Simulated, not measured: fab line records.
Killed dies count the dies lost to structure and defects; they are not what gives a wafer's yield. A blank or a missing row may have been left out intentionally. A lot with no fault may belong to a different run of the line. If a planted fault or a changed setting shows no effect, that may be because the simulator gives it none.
Which tool is to blame? :: flow berkeleyCmos170 :: Sampling: 7 lots, 21 wafers, 3 of 331 route steps

== WHAT EACH GAUGE READ, for each wafer ==
UCB170_PSD_TW_MEAS_10.
lot: L137
measured: day 8 07:44
on: filmMetro-01
PSD_TW: 2313 2295 2300

lot: L139
measured: day 8 21:10
on: filmMetro-01
PSD_TW: 2300 2306 2307

lot: L142
measured: day 9 18:14
on: filmMetro-01
PSD_TW: 2300 2301 2299

lot: L144
measured: day 10 10:30
on: filmMetro-01
PSD_TW: 2396 2405 2384

lot: L148
measured: day 10 15:52
on: filmMetro-04
PSD_TW: 2309 2310 2305

lot: L152
measured: day 11 14:41
on: filmMetro-04
PSD_TW: 2331 2331 2336

lot: L155
measured: day 12 06:33
on: filmMetro-02
PSD_TW: 2317 2311 2317

== WHICH TOOL RAN EACH LOT (tool, then ch and the chambers of the sampled wafers, then the start) ==
lot: L137
UCB170_PSD_IMPLANT_08: implanter-01 ch 0, day 8 07:31
UCB170_PSD_STRIP_09: plasmaAsher-03 ch 0,1, day 8 07:39

lot: L139
UCB170_PSD_IMPLANT_08: implanter-03 ch 0, day 8 20:55
UCB170_PSD_STRIP_09: plasmaAsher-02 ch 0,1, day 8 21:04

lot: L142
UCB170_PSD_IMPLANT_08: implanter-01 ch 0, day 9 18:00
UCB170_PSD_STRIP_09: plasmaAsher-01 ch 0,1, day 9 18:07

lot: L144
UCB170_PSD_IMPLANT_08: implanter-03 ch 0, day 10 10:17
UCB170_PSD_STRIP_09: plasmaAsher-02 ch 0,1, day 10 10:25

lot: L148
UCB170_PSD_IMPLANT_08: implanter-01 ch 0, day 10 15:37
UCB170_PSD_STRIP_09: plasmaAsher-02 ch 0,1, day 10 15:45

lot: L152
UCB170_PSD_IMPLANT_08: implanter-01 ch 0, day 11 14:26
UCB170_PSD_STRIP_09: plasmaAsher-03 ch 0,1, day 11 14:34

lot: L155
UCB170_PSD_IMPLANT_08: implanter-04 ch 0, day 12 06:18
UCB170_PSD_STRIP_09: plasmaAsher-02 ch 0,1, day 12 06:27
- UCB170_PSD_IMPLANT_08
- UCB170_PSD_STRIP_09: strips in O2.

== THE ANSWER, worked out from the rows above alone ==
Rule: what is usual is taken from the lots themselves. Put in order of their means at a reading, lots are off if they are a third of the lots or fewer, leave a main group of 4 or more, and stand apart from it by a gap of 3 or more times the standard deviation of the main group's means; of several such gaps the widest counts. Not used: any main group whose means are identical at the precision the tables above print for the reading. A lot without any number at a reading at which 4 lots or more have one is off too. Where the step has rows for the other lots, those lots are counted as sound.
Off: at UCB170_PSD_TW_MEAS_10 (PSD_TW), L144. The main group: mean 2310, standard deviation 11.
A tool fits if, at a process step before that reading, it ran every lot that is off, and no sound lot after the first of them. Gauges at UCB170_PSD_TW_MEAS_10: tried the same way as those tools. Can't be told from this: 2 tools fit, implanter-03 at UCB170_PSD_IMPLANT_08, filmMetro-01 at UCB170_PSD_TW_MEAS_10.

== WHAT THE SIMULATOR HAD PUT IN ==
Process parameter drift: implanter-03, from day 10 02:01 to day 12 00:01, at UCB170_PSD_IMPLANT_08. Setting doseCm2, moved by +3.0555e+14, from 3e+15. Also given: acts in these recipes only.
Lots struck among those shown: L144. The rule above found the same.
